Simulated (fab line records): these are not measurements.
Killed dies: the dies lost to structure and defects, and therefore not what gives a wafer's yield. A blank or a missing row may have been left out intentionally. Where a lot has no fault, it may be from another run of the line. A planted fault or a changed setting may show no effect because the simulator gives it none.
Struck lot and sound lot, side by side	flow rit_cmos	15 steps out of a route of 202
Sound: wafers L169.2, L169.4, L169.5. Struck: wafers L173.2, L173.3, L173.6. The cause is named last.
Per side, at each step with rows, come the tool, then ch with its chambers, and then its first start. Under that, the readings that differ: sound wafers	struck wafers	difference of the means	sigmas: that difference in standard deviations of wafers without a fault.
alike: a reading whose means differ by less than 2 such deviations, as well as words and numbers matching on both sides. not compared: withheld readings; readings where some wafer has no value; bounds like >300 that might hide an equal value; numbers whose values overlap and for which the record gives no deviation.
A row with sigmas, a row that says differs or no value, or rows on one side alone: a step with any of these is where the two part. Numbers that have no deviation but don't overlap get no sigmas and don't part them. A reading missing from all wafers of one side parts the sides only when that side holds two or more wafers.

first, 2 steps without rows for these wafers: RIT_REOX_CLEAN_02 (cleans in SC2, time 600 s); RIT_REOX_OXIDATION_03 (target thk 25.2 nm, ox time 5580 s).
RIT_REOX_THK_MEAS_04:
  sound: film_metro-02 at day 4 03:51; struck: film_metro-02 at day 5 00:09
  alike: REOX_OXIDE_THK
then, 6 steps without rows for these wafers: RIT_NLDD_HMDS_00 (prime time 60 s); RIT_NLDD_COAT_01 (resist thk 1000 nm); RIT_NLDD_SOFTBAKE_02 (time 60 s); RIT_NLDD_EXPOSE_03 (exposes mask M7, target cd 40700 nm); RIT_NLDD_PEB_04; RIT_NLDD_DEVELOP_05 (develop time 50 s).
RIT_NLDD_OVL_MEAS_06:
  sound: overlay-02 at day 4 04:45; struck: overlay-01 at day 5 01:04
  alike: NLDD_OVL
then, 2 steps without rows for these wafers: RIT_NLDD_HARDBAKE_07 (time 60 s); RIT_NLDD_IMPLANT_08.
RIT_NLDD_STRIP_09: strips in O2, time 180 s.
  sound on plasma_asher-04 ch 0,1, day 4 05:05; struck on plasma_asher-04 ch 0,1, day 5 01:23
reading	sound	struck	difference	sigmas
chamber_pressure_mTorr (mTorr)	3997 3998 3998	2002 2000 2001	-1997	-99 or more
  alike: drypump_motor_current_A
  not compared: rf_hours_counter_h
RIT_NLDD_TW_MEAS_10:
  sound: film_metro-02 at day 4 05:16; struck: film_metro-04 at day 5 01:34
reading	sound	struck	difference	sigmas
NLDD_TW	2469 2475 2470	2499 2501 2480	+22	+2
RIT_M1_PROBE_99:
  sound: prober-02 at day 4 21:38; struck: prober-02 at day 5 17:53
  alike: killed_at_contacts, killed_at_front_end, killed_dies, killed_on_rim, killed_open, killed_short

== WHERE THEY PART ==
Last at RIT_NLDD_TW_MEAS_10 as far as this record goes, first at RIT_NLDD_STRIP_09. Later steps at which nothing parts them and some readings are alike: RIT_M1_PROBE_99.

WHY: what the simulator had put in
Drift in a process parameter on plasma_asher-04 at RIT_NLDD_STRIP_09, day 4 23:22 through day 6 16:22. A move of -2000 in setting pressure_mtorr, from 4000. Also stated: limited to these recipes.
